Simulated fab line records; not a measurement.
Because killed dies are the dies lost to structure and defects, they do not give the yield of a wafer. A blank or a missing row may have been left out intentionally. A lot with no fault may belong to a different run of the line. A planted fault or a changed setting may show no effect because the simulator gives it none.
fab line records | flow ritCmos
record lots=14 wafers=42 lastDay=7
route steps=202 shown NLDD@111 M1@202
lots with no fault: from the same line, run without faults
startH: start of the lot's first displayed wafer, in hours after the record's first day | waitH: hours elapsed since this lot's preceding step | " repeats the value in the row above | L1.1+2: one row covering several wafers at once | - either no value or no given start | * or withheld: withheld | < > ~ a bound
route shown NAME@n: NAME is a module with steps in the file, n the number in the route of the first one | usual: the fault-free wafers' mean and standard deviation | same: alike in all rows | chamber/n: place in a boat | sites: each site's reading | _std_site: their standard deviation | _edge_site: the outer-site mean with the inner-site mean subtracted | radiusMm: how far each site lies from the wafer's centre | mask NAME#n: copy n | behind: the last tool/chamber to shape the wafer | hold: what put the lot on hold/how long, in hours/how the hold closed | device: the n, p or np transistor that did not switch | end of line: at the end of the route, the tests of the same wafers | for a step that has no rows: nothing shown but its recipe | killed: count of dies lost to structure and defects at first sort (not the wafer's yield) | map: a wafer's dies, x killed, . not, _ none there
set.NAME: the setting that was run; set.NAME@STEP: the one run at that earlier step | model.NAME: the simulator's own value behind a step, which no gauge read
one table for each step of the route and one row for each wafer, over a sample of lots
services: from which hour (startH, from the record's first day; less than 0 if before it) a tool's chamber was out of use, for how many hours, and why
## steps
# step RIT_NLDD_IMPLANT_08
# recipe species=P energyKev=20 doseCm2=5e+14 tiltDeg=7
# usual beamOnS=9.98/0.2 doseIonsCm2=4.999e+14/5.6e+11 endStationPressureTorr=6.3e-06/3e-07 faradayCurrentUA=1576/31
# columns lot.wafer tool chamber startH waitH beamOnS doseIonsCm2 endStationPressureTorr faradayCurrentUA
L606.2 implanter-03 0 44.35 0.1 9.88 4.998e+14 6.14e-06 1593
L606.3 " 0 " " 10.26 5.003e+14 5.97e-06 1539
L606.5 " 0 " " 10.10 4.995e+14 5.74e-06 1555
L607.4 implanter-03 0 51.15 0.1 9.83 5.008e+14 5.92e-06 1603
L607.5 " 0 " " 9.94 4.996e+14 6.3e-06 1585
L607.6 " 0 " " 10.10 4.994e+14 6.53e-06 1561
L608.2 implanter-02 0 57.22 0.1 9.68 5e+14 5.95e-06 1613
L608.5 " 0 " " 9.91 4.997e+14 6.51e-06 1585
L608.6 " 0 " " 9.79 4.991e+14 6.25e-06 1606
L609.1 implanter-04 0 57.24 0.1 9.67 4.998e+14 6.01e-06 1628
L609.4 " 0 " " 9.99 4.989e+14 6.08e-06 1568
L609.5 " 0 " " 10.07 4.996e+14 6.2e-06 1560
L610.1 implanter-04 0 70.31 0.1 9.68 5.003e+14 6.35e-06 1624
L610.2 " 0 " " 9.99 5.001e+14 6.49e-06 1572
L610.5 " 0 " " 9.91 5.004e+14 6.11e-06 1577
L611.3 implanter-03 0 70.40 0.1 9.90 4.998e+14 6.22e-06 1593
L611.5 " 0 " " 9.49 4.998e+14 6.79e-06 1651
L611.6 " 0 " " 10.04 4.998e+14 5.91e-06 1569
L612.2 implanter-04 0 71.84 0.1 9.83 4.996e+14 6.14e-06 1604
L612.4 " 0 " " 9.86 5.005e+14 6.32e-06 1599
L612.6 " 0 " " 9.76 4.994e+14 6.04e-06 1608
L613.1 implanter-04 0 76.93 0.1 9.77 4.992e+14 6.11e-06 1604
L613.3 " 0 " " 10.26 5.001e+14 5.75e-06 1532
L613.6 " 0 " " 10.61 4.998e+14 6.73e-06 1484
L614.2 implanter-04 0 82.94 0.1 10.12 2.003e+14 5.58e-06 620
L614.3 " 0 " " 9.91 2.002e+14 5.54e-06 636
L614.4 " 0 " " 10.24 1.99e+14 6.16e-06 615
L618.1 implanter-02 0 103.79 0.1 10.19 5.006e+14 6.94e-06 1544
L618.3 " 0 " " 9.96 5.006e+14 5.98e-06 1588
L618.6 " 0 " " 9.71 4.988e+14 6.42e-06 1620
L619.1 implanter-04 0 107.01 0.1 9.71 2e+14 5.6e-06 648
L619.3 " 0 " " 10.05 1.997e+14 5.41e-06 631
L619.6 " 0 " " 10.27 1.999e+14 5.38e-06 614
L624.1 implanter-02 0 130.78 0.1 9.84 4.998e+14 6.1e-06 1592
L624.2 " 0 " " 10.14 4.998e+14 6.69e-06 1552
L624.6 " 0 " " 9.91 4.993e+14 6.44e-06 1576
L628.2 implanter-02 0 153.05 0.1 9.97 4.995e+14 6.6e-06 1584
L628.4 " 0 " " 10.18 5.002e+14 5.94e-06 1540
L628.5 " 0 " " 9.97 4.998e+14 6.99e-06 1566
L629.3 implanter-02 0 157.81 0.1 9.90 4.995e+14 6.6e-06 1578
L629.5 " 0 " " 9.78 4.995e+14 6.8e-06 1597
L629.6 " 0 " " 10.16 4.999e+14 6.02e-06 1547
# step RIT_NLDD_TW_MEAS_10
# usual NLDD_TW=2488/11
# columns lot.wafer tool chamber startH waitH NLDD_TW
L606.2 filmMetro-02 - 44.66 0.1 2477
L606.3 " - " " 2482
L606.5 " - " " 2479
L607.4 filmMetro-02 - 51.43 0.1 2503
L607.5 " - " " 2498
L607.6 " - " " 2494
L608.2 filmMetro-02 - 57.53 0.1 2501
L608.5 " - " " 2492
L608.6 " - " " 2497
L609.1 filmMetro-04 - 57.57 0.1 2493
L609.4 " - " " 2496
L609.5 " - " " 2503
L610.1 filmMetro-04 - 70.64 0.1 2509
L610.2 " - " " 2497
L610.5 " - " " 2505
L611.3 filmMetro-02 - 70.69 0.1 2503
L611.5 " - " " 2503
L611.6 " - " " 2490
L612.2 filmMetro-03 - 72.15 0.1 2500
L612.4 " - " " 2486
L612.6 " - " " 2493
L613.1 filmMetro-02 - 77.26 0.1 2466
L613.3 " - " " 2468
L613.6 " - " " 2480
L614.2 filmMetro-04 - 83.25 0.1 1929
L614.3 " - " " 1937
L614.4 " - " " 1933
L618.1 filmMetro-02 - 104.11 0.1 2486
L618.3 " - " " 2478
L618.6 " - " " 2465
L619.1 filmMetro-02 - 107.34 0.1 1912
L619.3 " - " " 1922
L619.6 " - " " 1915
L624.1 filmMetro-03 - 131.11 0.1 2486
L624.2 " - " " 2476
L624.6 " - " " 2480
L628.2 filmMetro-03 - 153.36 0.1 2493
L628.4 " - " " 2497
L628.5 " - " " 2485
L629.3 filmMetro-02 - 158.11 0.1 2481
L629.5 " - " " 2474
L629.6 " - " " 2475
# step RIT_SDANNEAL_RS_MEAS_07
# recipe thkMeasGauge=four-point-probe
# usual NLDD_RS=151.7/0.48
# columns lot.wafer tool chamber startH waitH NLDD_RS[ohm/sq]
L606.2 filmMetro-02 - 53.15 0.1 152.1
L606.3 " - " " 152.5
L606.5 " - " " 151.8
L607.4 filmMetro-02 - 59.45 0.1 152.4
L607.5 " - " " 152.0
L607.6 " - " " 152.5
L608.2 filmMetro-03 - 65.41 0.1 152.8
L608.5 " - " " 152.6
L608.6 " - " " 151.5
L609.1 filmMetro-04 - 65.82 0.1 151.1
L609.4 " - " " 151.4
L609.5 " - " " 151.5
L610.1 filmMetro-04 - 78.68 0.1 151.4
L610.2 " - " " 151.1
L610.5 " - " " 150.6
L611.3 filmMetro-02 - 79.56 0.1 151.8
L611.5 " - " " 151.2
L611.6 " - " " 151.8
L612.2 filmMetro-02 - 81.48 0.1 152.2
L612.4 " - " " 152.3
L612.6 " - " " 153.3
L613.1 filmMetro-02 - 85.25 0.1 151.7
L613.3 " - " " 151.9
L613.6 " - " " 151.9
L614.2 filmMetro-02 - 91.90 0.1 303.5
L614.3 " - " " 301.8
L614.4 " - " " 302.4
L618.1 filmMetro-04 - 112.21 0.1 151.1
L618.3 " - " " 151.4
L618.6 " - " " 152.3
L619.1 filmMetro-02 - 115.16 0.1 305.8
L619.3 " - " " 304.8
L619.6 " - " " 306.1
L624.1 filmMetro-03 - 139.47 0.1 151.9
L624.2 " - " " 151.7
L624.6 " - " " 151.8
L628.2 filmMetro-04 - 162.14 0.1 151.4
L628.4 " - " " 151.3
L628.5 " - " " 151.1
L629.3 filmMetro-03 - 166.13 0.1 151.4
L629.5 " - " " 151.7
L629.6 " - " " 151.9
# step RIT_M1_PROBE_99
# usual killedAtFrontEnd=7/3.1 killedDies=7/3.1 killedOnRim=1.6/1.3 killedOpen=3.5/2.2 killedShort=3.3/1.9
# same grossDies=264 killed_at_M0_to_M3=0 killed_at_M4_up=0 killedAtBackSide=0 killedAtContacts=0 killedAtOther=0
# columns lot.wafer tool chamber startH waitH killedAtFrontEnd killedDies killedOnRim killedOpen killedShort
L606.2 prober-02 - 60.38 0.1 9 9 3 3 6
L606.3 prober-02 - 60.43 0.2 5 5 2 4 1
L606.5 prober-02 - 60.53 0.2 7 7 1 4 3
L607.4 prober-01 - 66.61 0.2 4 4 1 2 2
L607.5 prober-01 - 66.66 0.2 2 2 1 0 2
L607.6 prober-01 - 66.71 0.2 8 8 2 5 3
L608.2 prober-02 - 72.49 0.1 7 7 1 2 5
L608.5 prober-02 - 72.64 0.2 9 9 2 3 6
L608.6 prober-02 - 72.69 0.2 9 9 1 2 7
L609.1 prober-01 - 73.02 0.1 6 6 1 3 3
L609.4 prober-01 - 73.17 0.2 5 5 1 2 3
L609.5 prober-01 - 73.22 0.2 5 5 2 4 1
L610.1 prober-01 - 86.27 0.1 1 1 0 1 0
L610.2 prober-01 - 86.32 0.1 2 2 0 1 1
L610.5 prober-01 - 86.47 0.2 6 6 0 3 3
L611.3 prober-01 - 86.67 0.2 7 7 2 3 4
L611.5 prober-01 - 86.77 0.3 8 8 1 4 4
L611.6 prober-01 - 86.82 0.3 4 4 0 1 3
L612.2 prober-01 - 88.68 0.1 13 13 2 11 2
L612.4 prober-01 - 88.78 0.2 3 3 1 3 0
L612.6 prober-01 - 88.88 0.2 10 10 4 4 6
L613.1 prober-02 - 93.58 0.1 8 8 2 2 6
L613.3 prober-02 - 93.68 0.2 4 4 1 1 3
L613.6 prober-02 - 93.83 0.2 5 5 0 1 4
L614.2 prober-01 - 99.13 0.1 4 4 2 2 2
L614.3 prober-01 - 99.18 0.2 8 8 1 5 3
L614.4 prober-01 - 99.23 0.2 8 8 1 4 4
L618.1 prober-01 - 119.40 0.1 7 7 3 4 3
L618.3 prober-01 - 119.50 0.2 7 7 1 3 4
L618.6 prober-01 - 119.65 0.2 7 7 0 2 5
L619.1 prober-02 - 122.35 0.1 6 6 0 4 2
L619.3 prober-02 - 122.45 0.2 3 3 1 1 2
L619.6 prober-02 - 122.60 0.2 7 7 1 4 3
L624.1 prober-01 - 146.64 0.1 1 1 0 0 1
L624.2 prober-01 - 146.69 0.1 4 4 1 3 1
L624.6 prober-01 - 146.89 0.2 10 10 1 5 5
L628.2 prober-01 - 169.13 0.1 6 6 4 4 2
L628.4 prober-01 - 169.23 0.2 6 6 2 2 4
L628.5 prober-01 - 169.28 0.2 4 4 1 1 3
L629.3 prober-01 - 173.65 0.2 8 8 2 4 4
L629.5 prober-01 - 173.75 0.2 6 6 0 3 3
L629.6 prober-01 - 173.80 0.2 3 3 1 2 1
# killed by level:class
L606.2 GATE:geometricParticle:short=2 GATE:geometricParticle:open=2 SILICIDE:geometricParticle:short=2 FOX2:geometricParticle:short=1 REOX:geometricParticle:short=1 SILICIDE:geometricParticle:open=1
L606.3 SILICIDE:geometricParticle:open=3 GATE:geometricParticle:open=1 SILICIDE:geometricParticle:short=1
L606.5 GATE:geometricParticle:open=3 GATE:geometricParticle:short=2 SILICIDE:geometricParticle:open=1 SILICIDE:geometricParticle:short=1
L607.4 GATE:geometricParticle:open=2 GATE:geometricParticle:short=2
L607.5 GATE:geometricParticle:short=2
L607.6 FOX1:geometricParticle:short=2 GATE:geometricParticle:open=2 FOX1:geometricParticle:open=1 FOX2:geometricParticle:open=1 GATE:geometricParticle:short=1 SPACER:geometricParticle:open=1
L608.2 SILICIDE:geometricParticle:short=3 FOX1:geometricParticle:short=1 GATE:geometricParticle:short=1 REOX:geometricParticle:open=1 SPACER:geometricParticle:open=1
L608.5 FOX1:geometricParticle:open=2 FOX1:geometricParticle:short=2 GATE:geometricParticle:short=2 ACTIVE:geometricParticle:short=1 GATE:geometricParticle:open=1 REOX:geometricParticle:short=1
L608.6 SILICIDE:geometricParticle:short=3 FOX1:geometricParticle:short=2 FOX1:geometricParticle:open=1 GATE:geometricParticle:open=1 GATE:geometricParticle:short=1 REOX:geometricParticle:short=1
L609.1 FOX1:geometricParticle:open=2 FOX1:geometricParticle:short=1 GATE:geometricParticle:short=1 GATE:geometricParticle:open=1 REOX:geometricParticle:short=1
L609.4 FOX1:geometricParticle:short=1 REOX:geometricParticle:open=1 SPACER:geometricParticle:short=1 SPACER:geometricParticle:open=1 SILICIDE:geometricParticle:short=1
L609.5 GATE:geometricParticle:open=2 FOX1:geometricParticle:open=1 GATE:geometricParticle:short=1 SPACER:geometricParticle:open=1
L610.1 GATE:geometricParticle:open=1
L610.2 GATE:geometricParticle:short=1 REOX:geometricParticle:open=1
L610.5 GATE:geometricParticle:short=2 FOX2:geometricParticle:short=1 FOX2:geometricParticle:open=1 GATE:geometricParticle:open=1 SILICIDE:geometricParticle:open=1
L611.3 GATE:geometricParticle:open=2 FOX1:geometricParticle:short=1 FOX2:geometricParticle:short=1 FOX2:geometricParticle:open=1 GATE:geometricParticle:short=1 SILICIDE:geometricParticle:short=1
L611.5 REOX:geometricParticle:short=2 SILICIDE:geometricParticle:open=2 GATE:geometricParticle:open=1 GATE:geometricParticle:short=1 SPACER:geometricParticle:open=1 SPACER:geometricParticle:short=1
L611.6 SPACER:geometricParticle:short=3 REOX:geometricParticle:open=1
L612.2 GATE:geometricParticle:open=6 FOX2:geometricParticle:open=2 SILICIDE:geometricParticle:short=2 FOX1:geometricParticle:open=1 REOX:geometricParticle:open=1 SILICIDE:geometricParticle:open=1
L612.4 ACTIVE:geometricParticle:open=1 GATE:geometricParticle:open=1 SILICIDE:geometricParticle:open=1
L612.6 GATE:geometricParticle:short=4 FOX2:geometricParticle:open=2 GATE:geometricParticle:open=2 FOX1:geometricParticle:short=1 SPACER:geometricParticle:short=1
L613.1 FOX1:geometricParticle:short=3 REOX:geometricParticle:open=2 REOX:geometricParticle:short=2 GATE:geometricParticle:short=1
L613.3 GATE:geometricParticle:short=2 SPACER:geometricParticle:open=1 SILICIDE:geometricParticle:short=1
L613.6 GATE:geometricParticle:short=2 REOX:geometricParticle:short=2 REOX:geometricParticle:open=1
L614.2 SILICIDE:geometricParticle:open=2 FOX1:geometricParticle:short=1 FOX2:geometricParticle:short=1
L614.3 SPACER:geometricParticle:open=2 SILICIDE:geometricParticle:short=2 FOX1:geometricParticle:open=1 REOX:geometricParticle:open=1 SPACER:geometricParticle:short=1 SILICIDE:geometricParticle:open=1
L614.4 GATE:geometricParticle:open=2 GATE:geometricParticle:short=2 ACTIVE:geometricParticle:open=1 REOX:geometricParticle:short=1 REOX:geometricParticle:open=1 SILICIDE:geometricParticle:short=1
L618.1 FOX1:geometricParticle:open=3 ACTIVE:geometricParticle:short=1 FOX2:geometricParticle:short=1 SPACER:geometricParticle:open=1 SILICIDE:geometricParticle:short=1
L618.3 FOX1:geometricParticle:short=2 GATE:geometricParticle:short=2 FOX1:geometricParticle:open=1 REOX:geometricParticle:open=1 SILICIDE:geometricParticle:open=1
L618.6 FOX1:geometricParticle:open=1 FOX1:geometricParticle:short=1 FOX2:geometricParticle:short=1 REOX:geometricParticle:short=1 SPACER:geometricParticle:open=1 SPACER:geometricParticle:short=1 SILICIDE:geometricParticle:short=1
L619.1 SPACER:geometricParticle:open=2 FOX1:geometricParticle:short=1 GATE:geometricParticle:short=1 GATE:geometricParticle:open=1 SILICIDE:geometricParticle:open=1
L619.3 FOX1:geometricParticle:short=1 REOX:geometricParticle:short=1 REOX:geometricParticle:open=1
L619.6 GATE:geometricParticle:open=3 GATE:geometricParticle:short=2 FOX1:geometricParticle:short=1 SILICIDE:geometricParticle:open=1
L624.1 FOX1:geometricParticle:short=1
L624.2 GATE:geometricParticle:open=2 FOX1:geometricParticle:short=1 REOX:geometricParticle:open=1
L624.6 SPACER:geometricParticle:short=3 GATE:geometricParticle:open=2 SPACER:geometricParticle:open=2 FOX2:geometricParticle:open=1 GATE:geometricParticle:short=1 REOX:geometricParticle:short=1
L628.2 REOX:geometricParticle:open=4 GATE:geometricParticle:short=1 REOX:geometricParticle:short=1
L628.4 GATE:geometricParticle:short=2 FOX1:geometricParticle:open=1 FOX2:geometricParticle:short=1 GATE:geometricParticle:open=1 SPACER:geometricParticle:short=1
L628.5 SILICIDE:geometricParticle:short=2 FOX1:geometricParticle:open=1 REOX:geometricParticle:short=1
L629.3 GATE:geometricParticle:short=3 REOX:geometricParticle:open=2 FOX2:geometricParticle:short=1 GATE:geometricParticle:open=1 SILICIDE:geometricParticle:open=1
L629.5 FOX1:geometricParticle:open=2 FOX1:geometricParticle:short=1 GATE:geometricParticle:short=1 GATE:geometricParticle:open=1 REOX:geometricParticle:short=1
L629.6 FOX1:geometricParticle:open=1 FOX2:geometricParticle:open=1 SILICIDE:geometricParticle:short=1
## services
# columns tool chamber startH hours kind
implanter-02 - 22.78 11.7 repair
implanter-03 - 30.22 1.1 repair
implanter-04 - 36.00 7.4 repair
implanter-03 - 79.07 1.1 repair
implanter-04 - 117.52 5.8 repair
implanter-03 - 142.94 0.9 repair
## key
firstSign step=RIT_NLDD_IMPLANT_08 reading=doseIonsCm2 direction=down sigmas=99+ usual=4.999e+14 struck=1.999e+14
effect step=RIT_NLDD_IMPLANT_08 reading=faradayCurrentUA direction=down sigmas=30 usual=1576 struck=627
effect step=RIT_NLDD_TW_MEAS_10 reading=NLDD_TW direction=down sigmas=51 usual=2488 struck=1925
effect step=RIT_SDANNEAL_RS_MEAS_07 reading=NLDD_RS direction=up sigmas=99+ usual=151.7 struck=304.1
metAt RIT_NLDD_IMPLANT_08
struckLots L614,L619
testerLeftOut L614,L619
onsetBetween 76.93 82.94
fault kind=processParameterDrift tool=implanter-04 chamber=- onsetH=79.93 steps=RIT_NLDD_IMPLANT_08 channel=doseCm2 offset=-3e+14 shape=step endH=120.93 actsIn=theseRecipesOnly stated=5e+14
# testerLeftOut: of these lots the tester's yield and bins aren't shown, on N5 and GAA mostly nor the transistor test; their killed dies are dies lost to structure and defects alone, not to doping, threshold or leakage, so they don't give the yield
